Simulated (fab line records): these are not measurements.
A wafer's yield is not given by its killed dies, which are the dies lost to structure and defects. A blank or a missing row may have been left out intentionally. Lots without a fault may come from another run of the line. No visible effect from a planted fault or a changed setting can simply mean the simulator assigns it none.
Chamber matching ; flow berkeley cmos170 ; 3 sister chambers for UCB170_V1_CVD_00 on pecvd-02
The step deposits SiO2 from TEOS/O2, target thk 2000 nm, time 250 s. 3 wafers are shown with their chamber, then 9 later ones without.

== WAFERS PAIRED WITH THEIR CHAMBERS ==
wafer;chamber;heater power w (W)
L086.2;2;294
L083.4;1;223
L083.5;0;185

== WAFERS WITHOUT THEIR CHAMBER ==
wafer;heater power w (W)
L094.1;259
L094.4;190
L094.6;200
L090.2;231
L090.5;270
L090.6;300
L096.1;279
L096.3;298
L096.5;220

== WHICH CHAMBER EACH ONE RAN IN ==
wafer;from the rows above;in truth
L094.1;can't be placed: 2 or 1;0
L094.4;can't be placed: 0 or 1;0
L094.6;can't be placed: 0 or 1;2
L090.2;1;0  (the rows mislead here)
L090.5;can't be placed: 2 or 1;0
L090.6;2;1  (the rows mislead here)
L096.1;2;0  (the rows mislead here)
L096.3;2;2
L096.5;can't be placed: 1 or 0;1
1 of 9 placed correctly. Not placeable from these rows: 5 (in 2, the candidates include the true chamber). 3 placed wrongly.
How it was worked out, from the rows above alone: a wafer's distance from a chamber is the root of the sum, over the readings, of the square of ((its reading less the chamber's mean) divided by the reading's scatter). If the next closest chamber is less than 2 further off than the closest, the wafer can't be placed; otherwise it belongs to the closest. Each chamber's mean is taken over the wafers shown for it. The scatter: root of mean squared gap, hidden wafer to nearest shown wafer, with one shown wafer a chamber.
